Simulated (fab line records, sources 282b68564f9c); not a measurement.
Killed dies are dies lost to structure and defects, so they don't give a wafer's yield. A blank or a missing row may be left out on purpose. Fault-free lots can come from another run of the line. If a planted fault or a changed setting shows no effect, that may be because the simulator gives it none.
fab line records + flow ritCmos
record
- lots=15
- wafers=45
- lastDay=8
route steps=202 shown PWELL@47 M1@202
lots with no fault: from the same line, run without faults
startH: hours from the record's opening day to when the first of the lot's shown wafers began + waitH: how many hours have passed since the lot's step before this one + " the same as in the row above + L1.1+2: a row that stands for several wafers + - no value present, or no start provided + * or withheld: withheld + < > ~ a bound
route shown NAME@n: a module of which the file shows steps, and the number in the route of the first + usual: mean and standard deviation over wafers with no fault + same: alike in all rows + chamber/n: place in a boat + sites: each site's reading + _std_site: the standard deviation of these + _edge_site: mean of outer sites minus mean of inner sites + radiusMm: how far each site lies from the wafer's centre + mask NAME#n: copy n + behind: tool/chamber where the wafer was last shaped + hold: why the lot was held/for how many hours/how that ended + device: which transistor (n, p or np) failed to switch + end of line: tests run on the same wafers once the route is complete + a step given without rows: its recipe and nothing more + killed: dies lost to structure and defects at the first sort, not the wafer's yield + map: the dies of a wafer, with x for killed, . for not killed, _ for no die there
set.NAME: the setting the step ran with; set.NAME@STEP: the setting that earlier step ran with + model.NAME: the simulator's own value behind a step, which no gauge read
the route's steps for a sample of lots (tables are steps, rows are wafers)
services: when a tool's chamber went out of use (startH, in hours from the record's first day, below 0 if earlier), for how many hours, and the reason
## steps
# step RIT_PWELL_IMPLANT_08
# recipe
- species=B
- energyKev=170
- doseCm2=7e+13
- tiltDeg=7
# usual
- beamEnergyKeV=170.01/0.052
- doseIonsCm2=7e+13/7.7e+10
- faradayCurrentUA=223/3.9
| lot.wafer | tool         | chamber | startH | waitH | beamEnergyKeV | doseIonsCm2 | faradayCurrentUA |
|-----------|--------------|---------|--------|-------|---------------|-------------|------------------|
| L214.2    | implanter-01 | 0       | 30.45  | 0.2   | 169.94        | 6.988e+13   | 220              |
| L214.3    | "            | 0       | "      | "     | 169.98        | 7.006e+13   | 219              |
| L214.6    | "            | 0       | "      | "     | 170.00        | 6.993e+13   | 224              |
| L215.1    | implanter-02 | 0       | 35.90  | 0.2   | 170.08        | 6.994e+13   | 224              |
| L215.2    | "            | 0       | "      | "     | 169.99        | 6.992e+13   | 220              |
| L215.4    | "            | 0       | "      | "     | 170.01        | 7.007e+13   | 216              |
| L216.4    | implanter-02 | 0       | 44.31  | 0.2   | 170.05        | 6.988e+13   | 230              |
| L216.5    | "            | 0       | "      | "     | 170.06        | 6.992e+13   | 219              |
| L216.6    | "            | 0       | "      | "     | 170.00        | 7.002e+13   | 227              |
| L217.2    | implanter-02 | 0       | 49.99  | 0.2   | 169.93        | 7.01e+13    | 223              |
| L217.4    | "            | 0       | "      | "     | 169.97        | 7.009e+13   | 224              |
| L217.5    | "            | 0       | "      | "     | 169.97        | 7.005e+13   | 220              |
| L218.3    | implanter-02 | 0       | 55.01  | 0.2   | 170.00        | 7.004e+13   | 218              |
| L218.4    | "            | 0       | "      | "     | 170.06        | 6.999e+13   | 224              |
| L218.6    | "            | 0       | "      | "     | 169.97        | 6.997e+13   | 229              |
| L219.2    | implanter-03 | 0       | 58.44  | 0.2   | 170.08        | 7.001e+13   | 218              |
| L219.5    | "            | 0       | "      | "     | 170.00        | 7.002e+13   | 215              |
| L219.6    | "            | 0       | "      | "     | 170.00        | 7.005e+13   | 225              |
| L220.1    | implanter-03 | 0       | 64.09  | 0.2   | 170.03        | 7.006e+13   | 222              |
| L220.2    | "            | 0       | "      | "     | 170.03        | 7.002e+13   | 217              |
| L220.3    | "            | 0       | "      | "     | 170.02        | 7.002e+13   | 222              |
| L223.3    | implanter-01 | 0       | 81.73  | 0.2   | 170.06        | 6.996e+13   | 227              |
| L223.4    | "            | 0       | "      | "     | 169.98        | 6.992e+13   | 220              |
| L223.6    | "            | 0       | "      | "     | 170.05        | 7.008e+13   | 226              |
| L225.1    | implanter-02 | 0       | 87.98  | 0.2   | 170.01        | 7.01e+13    | 224              |
| L225.3    | "            | 0       | "      | "     | 170.09        | 6.992e+13   | 225              |
| L225.5    | "            | 0       | "      | "     | 170.01        | 6.991e+13   | 220              |
| L228.1    | implanter-02 | 0       | 100.77 | 0.2   | 170.02        | 7.006e+13   | 223              |
| L228.3    | "            | 0       | "      | "     | 169.93        | 7.002e+13   | 228              |
| L228.5    | "            | 0       | "      | "     | 169.90        | 6.999e+13   | 230              |
| L230.2    | implanter-02 | 0       | 108.92 | 0.2   | 170.03        | 7.874e+13   | 257              |
| L230.4    | "            | 0       | "      | "     | 170.00        | 7.865e+13   | 246              |
| L230.6    | "            | 0       | "      | "     | 169.98        | 7.87e+13    | 254              |
| L233.4    | implanter-02 | 0       | 123.39 | 0.2   | 170.00        | 7.864e+13   | 255              |
| L233.5    | "            | 0       | "      | "     | 169.99        | 7.873e+13   | 241              |
| L233.6    | "            | 0       | "      | "     | 169.96        | 7.862e+13   | 252              |
| L234.2    | implanter-02 | 0       | 128.77 | 0.2   | 169.94        | 7.864e+13   | 250              |
| L234.4    | "            | 0       | "      | "     | 170.06        | 7.87e+13    | 253              |
| L234.5    | "            | 0       | "      | "     | 169.99        | 7.864e+13   | 245              |
| L235.1    | implanter-01 | 0       | 134.29 | 0.2   | 170.01        | 7e+13       | 220              |
| L235.3    | "            | 0       | "      | "     | 169.96        | 7.007e+13   | 222              |
| L235.4    | "            | 0       | "      | "     | 169.97        | 7.018e+13   | 226              |
| L236.2    | implanter-03 | 0       | 141.14 | 0.2   | 170.08        | 6.992e+13   | 221              |
| L236.3    | "            | 0       | "      | "     | 170.07        | 6.987e+13   | 223              |
| L236.6    | "            | 0       | "      | "     | 170.07        | 7e+13       | 228              |
# step RIT_PWELL_TW_MEAS_10
# usual
- PWELL_TW=949/6.5
| lot.wafer | tool         | chamber | startH | waitH | hold                    | PWELL_TW |
|-----------|--------------|---------|--------|-------|-------------------------|----------|
| L214.2    | filmMetro-04 | -       | 30.76  | 0.1   | -                       | 965      |
| L214.3    | "            | -       | "      | "     | -                       | 958      |
| L214.6    | "            | -       | "      | "     | -                       | 956      |
| L215.1    | filmMetro-01 | -       | 36.23  | 0.1   | -                       | 940      |
| L215.2    | "            | -       | "      | "     | -                       | 943      |
| L215.4    | "            | -       | "      | "     | -                       | 943      |
| L216.4    | filmMetro-01 | -       | 44.59  | 0.1   | -                       | 939      |
| L216.5    | "            | -       | "      | "     | -                       | 942      |
| L216.6    | "            | -       | "      | "     | -                       | 937      |
| L217.2    | filmMetro-03 | -       | 50.30  | 0.1   | -                       | 953      |
| L217.4    | "            | -       | "      | "     | -                       | 944      |
| L217.5    | "            | -       | "      | "     | -                       | 948      |
| L218.3    | filmMetro-04 | -       | 55.30  | 0.1   | -                       | 954      |
| L218.4    | "            | -       | "      | "     | -                       | 955      |
| L218.6    | "            | -       | "      | "     | -                       | 959      |
| L219.2    | filmMetro-01 | -       | 58.75  | 0.1   | -                       | 939      |
| L219.5    | "            | -       | "      | "     | -                       | 939      |
| L219.6    | "            | -       | "      | "     | -                       | 934      |
| L220.1    | filmMetro-04 | -       | 64.42  | 0.1   | -                       | 956      |
| L220.2    | "            | -       | "      | "     | -                       | 957      |
| L220.3    | "            | -       | "      | "     | -                       | 956      |
| L223.3    | filmMetro-04 | -       | 82.03  | 0.1   | -                       | 953      |
| L223.4    | "            | -       | "      | "     | -                       | 954      |
| L223.6    | "            | -       | "      | "     | -                       | 954      |
| L225.1    | filmMetro-04 | -       | 88.31  | 0.1   | -                       | 957      |
| L225.3    | "            | -       | "      | "     | -                       | 953      |
| L225.5    | "            | -       | "      | "     | -                       | 955      |
| L228.1    | filmMetro-04 | -       | 101.09 | 0.1   | -                       | 956      |
| L228.3    | "            | -       | "      | "     | -                       | 951      |
| L228.5    | "            | -       | "      | "     | -                       | 950      |
| L230.2    | filmMetro-01 | -       | 109.23 | 0.1   | awaitDispo/0.2h/release | 977      |
| L230.4    | "            | -       | "      | "     | awaitDispo/0.2h/release | 981      |
| L230.6    | "            | -       | "      | "     | awaitDispo/0.2h/release | 979      |
| L230.2    | filmMetro-01 | -       | 109.46 | 0.2   | -                       | 983      |
| L230.4    | "            | -       | "      | "     | -                       | 977      |
| L230.6    | "            | -       | "      | "     | -                       | 974      |
| L233.4    | filmMetro-04 | -       | 123.67 | 0.1   | awaitDispo/0.2h/release | 984      |
| L233.5    | "            | -       | "      | "     | awaitDispo/0.2h/release | 987      |
| L233.6    | "            | -       | "      | "     | awaitDispo/0.2h/release | 986      |
| L233.4    | filmMetro-04 | -       | 123.90 | 0.2   | -                       | 986      |
| L233.5    | "            | -       | "      | "     | -                       | 993      |
| L233.6    | "            | -       | "      | "     | -                       | 986      |
| L234.2    | filmMetro-04 | -       | 129.08 | 0.1   | awaitDispo/0.2h/release | 980      |
| L234.4    | "            | -       | "      | "     | awaitDispo/0.2h/release | 983      |
| L234.5    | "            | -       | "      | "     | awaitDispo/0.2h/release | 986      |
| L234.2    | filmMetro-04 | -       | 129.30 | 0.2   | -                       | 989      |
| L234.4    | "            | -       | "      | "     | -                       | 983      |
| L234.5    | "            | -       | "      | "     | -                       | 982      |
| L235.1    | filmMetro-01 | -       | 134.61 | 0.1   | -                       | 947      |
| L235.3    | "            | -       | "      | "     | -                       | 946      |
| L235.4    | "            | -       | "      | "     | -                       | 946      |
| L236.2    | filmMetro-04 | -       | 141.45 | 0.1   | -                       | 953      |
| L236.3    | "            | -       | "      | "     | -                       | 951      |
| L236.6    | "            | -       | "      | "     | -                       | 952      |
# step RIT_WELLDRIVE_RS_MEAS_02
# recipe
- thkMeasGauge=four-point-probe
# usual
- PWELL_RS=430.4/1.3
| lot.wafer | tool         | chamber | startH | waitH | hold                    | PWELL_RS[ohm/sq] |
|-----------|--------------|---------|--------|-------|-------------------------|------------------|
| L214.2    | filmMetro-04 | -       | 37.87  | 0.1   | -                       | 429.5            |
| L214.3    | "            | -       | "      | "     | -                       | 428.9            |
| L214.6    | "            | -       | "      | "     | -                       | 430.1            |
| L215.1    | filmMetro-04 | -       | 44.87  | 0.1   | -                       | 427.6            |
| L215.2    | "            | -       | "      | "     | -                       | 427.6            |
| L215.4    | "            | -       | "      | "     | -                       | 428.2            |
| L216.4    | filmMetro-01 | -       | 51.32  | 0.1   | -                       | 429.9            |
| L216.5    | "            | -       | "      | "     | -                       | 429.8            |
| L216.6    | "            | -       | "      | "     | -                       | 430.5            |
| L217.2    | filmMetro-03 | -       | 57.46  | 0.1   | -                       | 429.5            |
| L217.4    | "            | -       | "      | "     | -                       | 429.8            |
| L217.5    | "            | -       | "      | "     | -                       | 429.0            |
| L218.3    | filmMetro-01 | -       | 61.53  | 0.1   | -                       | 430.9            |
| L218.4    | "            | -       | "      | "     | -                       | 431.0            |
| L218.6    | "            | -       | "      | "     | -                       | 431.3            |
| L219.2    | filmMetro-01 | -       | 65.43  | 0.1   | -                       | 432.3            |
| L219.5    | "            | -       | "      | "     | -                       | 431.1            |
| L219.6    | "            | -       | "      | "     | -                       | 432.4            |
| L220.1    | filmMetro-03 | -       | 71.15  | 0.1   | -                       | 430.6            |
| L220.2    | "            | -       | "      | "     | -                       | 430.4            |
| L220.3    | "            | -       | "      | "     | -                       | 431.8            |
| L223.3    | filmMetro-04 | -       | 87.34  | 0.1   | -                       | 429.9            |
| L223.4    | "            | -       | "      | "     | -                       | 429.4            |
| L223.6    | "            | -       | "      | "     | -                       | 429.8            |
| L225.1    | filmMetro-04 | -       | 94.83  | 0.1   | -                       | 428.5            |
| L225.3    | "            | -       | "      | "     | -                       | 428.4            |
| L225.5    | "            | -       | "      | "     | -                       | 428.3            |
| L228.1    | filmMetro-04 | -       | 107.40 | 0.1   | -                       | 430.9            |
| L228.3    | "            | -       | "      | "     | -                       | 432.6            |
| L228.5    | "            | -       | "      | "     | -                       | 431.4            |
| L230.2    | filmMetro-01 | -       | 116.68 | 0.1   | awaitDispo/0.2h/release | 401.4            |
| L230.4    | "            | -       | "      | "     | awaitDispo/0.2h/release | 400.2            |
| L230.6    | "            | -       | "      | "     | awaitDispo/0.2h/release | 401.3            |
| L230.2    | filmMetro-01 | -       | 116.97 | 0.3   | -                       | 400.7            |
| L230.4    | "            | -       | "      | "     | -                       | 400.6            |
| L230.6    | "            | -       | "      | "     | -                       | 401.1            |
| L234.2    | filmMetro-04 | -       | 137.50 | 0.1   | awaitDispo/0.2h/release | 400.8            |
| L234.4    | "            | -       | "      | "     | awaitDispo/0.2h/release | 400.1            |
| L234.5    | "            | -       | "      | "     | awaitDispo/0.2h/release | 399.6            |
| L234.2    | filmMetro-04 | -       | 137.89 | 0.4   | -                       | 400.4            |
| L234.4    | "            | -       | "      | "     | -                       | 400.1            |
| L234.5    | "            | -       | "      | "     | -                       | 398.9            |
| L233.4    | filmMetro-04 | -       | 137.54 | 0.1   | awaitDispo/0.2h/release | 399.6            |
| L233.5    | "            | -       | "      | "     | awaitDispo/0.2h/release | 399.9            |
| L233.6    | "            | -       | "      | "     | awaitDispo/0.2h/release | 399.6            |
| L233.4    | filmMetro-04 | -       | 137.93 | 0.4   | -                       | 399.2            |
| L233.5    | "            | -       | "      | "     | -                       | 399.9            |
| L233.6    | "            | -       | "      | "     | -                       | 400.1            |
| L235.1    | filmMetro-04 | -       | 140.23 | 0.1   | -                       | 429.4            |
| L235.3    | "            | -       | "      | "     | -                       | 429.4            |
| L235.4    | "            | -       | "      | "     | -                       | 429.6            |
| L236.2    | filmMetro-01 | -       | 146.72 | 0.1   | -                       | 430.5            |
| L236.3    | "            | -       | "      | "     | -                       | 429.3            |
| L236.6    | "            | -       | "      | "     | -                       | 429.4            |
# step RIT_M1_PROBE_99
# usual
- killedAtContacts=0.1/0.37
- killedAtFrontEnd=6.9/2.9
- killedDies=7.1/2.9
- killedOpen=3.3/1.8
- killedShort=3.6/2.2
# same
- grossDies=264
- killed_at_M0_to_M3=0
- killed_at_M4_up=0
- killedAtBackSide=0
- killedAtOther=0
| lot.wafer | tool      | chamber | startH | waitH | killedAtContacts | killedAtFrontEnd | killedDies | killedOpen | killedShort |
|-----------|-----------|---------|--------|-------|------------------|------------------|------------|------------|-------------|
| L230.2    | prober-02 | -       | 155.86 | 0.1   | 0                | 10               | 10         | 5          | 4           |
| L230.4    | prober-02 | -       | 155.96 | 0.2   | 0                | 5                | 5          | 2          | 3           |
| L230.6    | prober-02 | -       | 156.06 | 0.2   | 0                | 4                | 4          | 1          | 3           |
| L233.4    | prober-01 | -       | 172.60 | 0.2   | 0                | 4                | 4          | 1          | 3           |
| L233.5    | prober-01 | -       | 172.65 | 0.2   | 0                | 7                | 7          | 4          | 3           |
| L233.6    | prober-01 | -       | 172.70 | 0.2   | 0                | 6                | 6          | 4          | 2           |
| L234.2    | prober-02 | -       | 174.16 | 0.1   | 0                | 8                | 8          | 6          | 2           |
| L234.4    | prober-02 | -       | 174.26 | 0.2   | 0                | 7                | 7          | 4          | 3           |
| L234.5    | prober-02 | -       | 174.31 | 0.2   | 0                | 13               | 13         | 6          | 7           |
# killed by level:class
L230.2 GATE:geometricParticle:open=4 FOX1:geometricParticle:short=2 GATE:geometricParticle:short=2 SILICIDE:geometricParticle:open=1 PWELL:coatMicrobubblePrinted=1
L230.4 REOX:geometricParticle:short=2 FOX1:geometricParticle:open=1 GATE:geometricParticle:open=1 GATE:geometricParticle:short=1
L230.6 FOX1:geometricParticle:short=1 GATE:geometricParticle:open=1 GATE:geometricParticle:short=1 REOX:geometricParticle:short=1
L233.4 FOX2:geometricParticle:short=2 FOX1:geometricParticle:open=1 GATE:geometricParticle:short=1
L233.5 FOX2:geometricParticle:short=2 FOX2:geometricParticle:open=2 GATE:geometricParticle:open=1 REOX:geometricParticle:short=1 SPACER:geometricParticle:open=1
L233.6 SPACER:geometricParticle:open=2 FOX1:geometricParticle:short=1 FOX1:geometricParticle:open=1 REOX:geometricParticle:short=1 REOX:geometricParticle:open=1
L234.2 GATE:geometricParticle:open=3 ACTIVE:geometricParticle:open=1 FOX1:geometricParticle:short=1 GATE:geometricParticle:short=1 REOX:geometricParticle:open=1 SILICIDE:geometricParticle:open=1
L234.4 GATE:geometricParticle:short=2 SPACER:geometricParticle:open=2 FOX1:geometricParticle:open=1 GATE:geometricParticle:open=1 SPACER:geometricParticle:short=1
L234.5 FOX1:geometricParticle:open=5 SILICIDE:geometricParticle:short=4 GATE:geometricParticle:short=3 SPACER:geometricParticle:open=1
## services
| tool         | chamber | startH | hours | kind   |
|--------------|---------|--------|-------|--------|
| implanter-01 | -       | 27.14  | 1.3   | repair |
| implanter-03 | -       | 50.66  | 3.6   | pm     |
| implanter-02 | -       | 57.82  | 3.9   | pm     |
| implanter-03 | -       | 77.11  | 3.3   | repair |
## key
firstSign
- step=RIT_PWELL_IMPLANT_08
- reading=doseIonsCm2
- direction=up
- sigmas=99+
- usual=7e+13
- struck=7.867e+13
effect
- step=RIT_PWELL_IMPLANT_08
- reading=faradayCurrentUA
- direction=up
- sigmas=7.1
- usual=223
- struck=250
effect
- step=RIT_PWELL_TW_MEAS_10
- reading=visit
- direction=added
effect
- step=RIT_PWELL_TW_MEAS_10
- reading=PWELL_TW
- direction=up
- sigmas=5.1
- usual=949
- struck=983
effect
- step=RIT_WELLDRIVE_RS_MEAS_02
- reading=visit
- direction=added
effect
- step=RIT_WELLDRIVE_RS_MEAS_02
- reading=PWELL_RS
- direction=down
- sigmas=24
- usual=430.4
- struck=400.3
metAt RIT_PWELL_IMPLANT_08
struckLots L230,L233,L234
testerLeftOut L230,L233,L234
onsetBetween 100.77 108.92
fault
- kind=processParameterDrift
- tool=implanter-02
- chamber=-
- onsetH=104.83
- steps=RIT_PWELL_IMPLANT_08
- channel=doseCm2
- offset=8.6473e+12
- shape=step
- endH=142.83
- actsIn=theseRecipesOnly
- stated=7e+13
# testerLeftOut: of these lots the tester's yield and bins aren't shown, on N5 and GAA mostly nor the transistor test; their killed dies are dies lost to structure and defects alone, not to doping, threshold or leakage, so they don't give the yield
